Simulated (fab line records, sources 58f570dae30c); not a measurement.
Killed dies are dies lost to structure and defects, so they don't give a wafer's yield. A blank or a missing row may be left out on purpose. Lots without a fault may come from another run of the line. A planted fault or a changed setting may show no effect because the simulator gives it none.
A struck lot beside a sound one | flow berkeley_cmos170 | 14 steps out of a route of 331
Sound: wafers L716.1, L716.2, L716.4. Struck: wafers L725.2, L725.5, L725.6. The cause comes at the end.
At each step with rows: each side's tool, then ch and its chambers, then its first start. Under that, the readings that differ: sound wafers | struck wafers | difference of the means | sigmas: that difference in standard deviations of wafers without a fault.
alike: readings whose means differ by less than 2 such deviations, and words and numbers that are the same on both sides. not compared: withheld readings, readings that some wafer has no value for, bounds like >300 that may hide the same value, and numbers for which the record gives no deviation and whose values overlap.
The two part at a step that has a row with sigmas, a row that says differs or no value, or rows on one side only. Numbers that don't overlap but have no deviation are shown without sigmas and don't part them. A reading that every wafer of one side lacks parts them only if that side has two wafers or more.

UCB170_M2_STRIP_19: strips in O2.
  sound on plasma_asher-01 ch 0,1, day 7 14:25; struck on plasma_asher-02 ch 0,1, day 9 15:53
  alike: drypump_motor_current_A, oes_product_au
  not compared: rf_hours_counter_h
UCB170_M2_CD_MEAS_90: target cd 700 nm.
  sound on cd_sem-01, day 7 14:31; struck on cd_sem-02, day 9 16:01
  alike: cd_nm
UCB170_V2_CVD_00: deposits SiO2 from TEOS/O2, target thk 2000 nm, time 250 s.
  sound on pecvd-04 ch 0,1, day 7 14:38; struck on pecvd-04 ch 0,1,2, day 9 16:07
  alike: heater_power_w, susceptor_temp_C
UCB170_V2_THK_MEAS_01:
  sound on film_metro-03, day 7 14:47; struck on film_metro-04, day 9 16:16
  alike: V2_TEOS_THK
UCB170_V2_CMP_02: polishes SiO2.
  sound on cmp-01 ch 0,2,3, day 7 14:51; struck on cmp-02 ch 0,1, day 9 16:19
  alike: motor_current_A, slurry_filter_dp_kPa
UCB170_V2_BOW_MEAS_03:
  sound on film_metro-01, day 7 15:09; struck on film_metro-03, day 9 16:38
  alike: V2_BOW
UCB170_V2_THK_MEAS_04:
  sound on film_metro-01, day 7 15:16; struck on film_metro-03, day 9 16:45
  alike: V2_POLISHED_THK
then, 5 steps without rows for these wafers: UCB170_V2_CLEAN_05 (cleans in DIW); UCB170_V2_HMDS_06 (prime time 60 s); UCB170_V2_COAT_07 (resist thk 900 nm); UCB170_V2_SOFTBAKE_08 (time 60 s); UCB170_V2_EXPOSE_09 (exposes mask VIA2, target cd 700 nm).
UCB170_V2_PEB_10:
  sound on litho_track-02 ch 0, day 7 16:26; struck on litho_track-03, day 9 18:07
  no value came back on the struck wafers for chill_plate_temp_C (C), exhaust_pa (Pa), plate_temp_C (C); on the sound wafers chill_plate_temp_C (C) reads 22.96 23.01 22.99
then, 1 step without rows for these wafers: UCB170_V2_DEVELOP_11 (develop time 45 s).

WHERE THEY PART
Only at UCB170_V2_PEB_10, within this record.

WHY: what the simulator had put in
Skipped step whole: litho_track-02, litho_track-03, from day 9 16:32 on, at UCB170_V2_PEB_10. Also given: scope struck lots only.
